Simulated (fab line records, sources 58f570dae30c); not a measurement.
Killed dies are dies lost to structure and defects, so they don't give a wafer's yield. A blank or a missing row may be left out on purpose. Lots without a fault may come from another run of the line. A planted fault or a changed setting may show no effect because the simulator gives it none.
Which tool did it? | flow berkeley_cmos170 | 14 lots, 42 wafers sampled, at 3 steps of a route of 331

WHAT THE GAUGES READ, wafer by wafer
UCB170_SDANNEAL_RS_MEAS_05: measures by four-point-probe.
lot  | measured     | on            | NLDD_RS (ohm/sq)
L986 | day 7 22:04  | film_metro-04 | 618.1 617.9 617.6
L985 | day 7 22:38  | film_metro-04 | 617.6 616.2 617.2
L987 | day 8 09:01  | film_metro-01 | 616.7 614.9 617.1
L990 | day 8 21:08  | film_metro-01 | 613.7 613.7 612.7
L991 | day 9 11:03  | film_metro-03 | 616.8 616.2 615.9
L994 | day 9 19:04  | film_metro-04 | 615.4 616.2 616.4
L993 | day 9 19:11  | film_metro-01 | 619.0 616.6 614.8
L995 | day 10 17:20 | film_metro-03 | 618.6 616.6 618.8
L998 | day 10 21:17 | film_metro-01 | 614.7 617.3 616.1
L999 | day 10 21:34 | film_metro-04 | 622.4 620.2 620.6
L101 | day 12 00:45 | film_metro-01 | 614.7 615.5 615.6
L102 | day 12 00:45 | film_metro-03 | 617.1 616.9 614.4
L108 | day 12 14:31 | film_metro-03 | 615.3 615.5 616.9
L107 | day 12 14:56 | film_metro-04 | 619.0 619.0 618.6

UCB170_V1_BOW_MEAS_03.
lot  | measured     | on            | V1_BOW (um)
L986 | day 8 09:31  | film_metro-04 | 39 16 20
L985 | day 8 09:30  | film_metro-03 | 19 9 18
L987 | day 8 18:21  | film_metro-02 | 29 23 16
L990 | day 9 07:22  | film_metro-04 | 26 22 12
L991 | day 9 21:41  | film_metro-04 | 20 14 20
L994 | day 10 03:41 | film_metro-04 | 10 17 24
L993 | day 10 05:01 | film_metro-04 | 22 28 24
L995 | day 11 03:14 | film_metro-04 | 13 20 17
L998 | day 11 13:25 | film_metro-04 | 28 22 10
L999 | day 11 12:03 | film_metro-03 | 15 22 13
L101 | day 12 13:47 | film_metro-04 | 27 16 10
L102 | day 12 12:09 | film_metro-02 | 30 17 18
L108 | day 13 03:58 | film_metro-03 | 21 22 22
L107 | day 13 02:43 | film_metro-02 | 8 17 -1

WHICH TOOL RAN EACH LOT (tool, then ch and the chambers of the sampled wafers, then the start)
lot  | UCB170_M1_ETCH_11
L986 | rie_diel-02 ch 1,3, day 8 06:04
L985 | rie_diel-04 ch 0,2,3, day 8 06:44
L987 | rie_diel-04 ch 1,3, day 8 15:56
L990 | rie_diel-02 ch 0,3, day 9 04:57
L991 | rie_diel-02 ch 0,2,3, day 9 18:58
L994 | rie_diel-01 ch 1,2,3, day 10 01:25
L993 | rie_diel-04 ch 0,1, day 10 02:28
L995 | rie_diel-01 ch 0,1, day 11 00:58
L998 | rie_diel-01 ch 0,1, day 11 10:19
L999 | rie_diel-02 ch 0,1,3, day 11 09:46
L101 | rie_diel-01 ch 0,2, day 12 10:26
L102 | rie_diel-04 ch 0,1,3, day 12 09:53
L108 | rie_diel-02 ch 0,3, day 13 00:25
L107 | rie_diel-04 ch 1,2,3, day 13 00:23
- UCB170_M1_ETCH_11: etches BARC in N2/H2.

WHAT THE TOOLS THEMSELVES READ (means of the sampled wafers that have a number; where no wafer has one, the mark that the record gives instead)
UCB170_M1_ETCH_11.
lot  | tool        | drypump_motor_current_A (A) | oes_product_au (a.u.) | throttle_valve_pct (%)
L986 | rie_diel-02 | 5.26                        | 0.979                 | 13.42
L985 | rie_diel-04 | 5.20                        | 0.979                 | 13.40
L987 | rie_diel-04 | 5.50                        | 0.998                 | 13.29
L990 | rie_diel-02 | 4.91                        | 1.005                 | 13.05
L991 | rie_diel-02 | 5.09                        | 1.000                 | 13.14
L994 | rie_diel-01 | 5.19                        | 1.003                 | 13.50
L993 | rie_diel-04 | 5.38                        | 0.997                 | 13.39
L995 | rie_diel-01 | 5.36                        | 0.995                 | 13.50
L998 | rie_diel-01 | 5.40                        | 0.993                 | 13.59
L999 | rie_diel-02 | 5.09                        | 0.992                 | 13.23
L101 | rie_diel-01 | 5.01                        | 0.999                 | 13.39
L102 | rie_diel-04 | 5.40                        | 1.284                 | 13.38
L108 | rie_diel-02 | 4.91                        | 1.005                 | 13.05
L107 | rie_diel-04 | 5.31                        | 1.287                 | 13.39

THE ANSWER, worked out from the rows above alone
Rule: what is usual is taken from the lots themselves. Put in order of their means at a reading, lots are off if they are a third of the lots or fewer, leave a main group of 4 or more, and stand apart from it by a gap of 3 or more times the standard deviation of the main group's means; of several such gaps the widest counts. A main group whose means are all the same, to the digits that the tables above print for the reading, isn't used. A lot without any number at a reading at which 4 lots or more have one is off too. The other lots that the step has rows for count as sound. The gauges are gone through in route order, then the tools' own readings, and for those a lot's mean is taken as printed above. The first step at which some lot is off is used, and at that step the reading that is off furthest; a lot without a number counts as furthest.
Off: L102, L107, at UCB170_M1_ETCH_11 (oes_product_au). The main group: mean 0.995 a.u., standard deviation 0.0084.
A tool fits if, at that step or a process step before it, it ran every lot that is off, and no sound lot after the first of them. One fits: rie_diel-04 at UCB170_M1_ETCH_11. Its last sound lot is L993 (day 10 02:28), its first lot that is off L102 (day 12 09:53): a fault that began between those two fits.
The tool's own readings at UCB170_M1_ETCH_11 bear it out: on the lots that are off they differ by more than 5 times the standard deviation of the sound lots' means. oes_product_au reads 1.285 a.u. there against 0.995 a.u. on the sound lots.

WHAT THE SIMULATOR HAD PUT IN
Process parameter drift: rie_diel-04, from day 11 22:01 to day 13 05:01, at UCB170_M1_ETCH_11. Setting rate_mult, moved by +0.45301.
Lots struck among those shown: L102, L107. The rule above found the same.
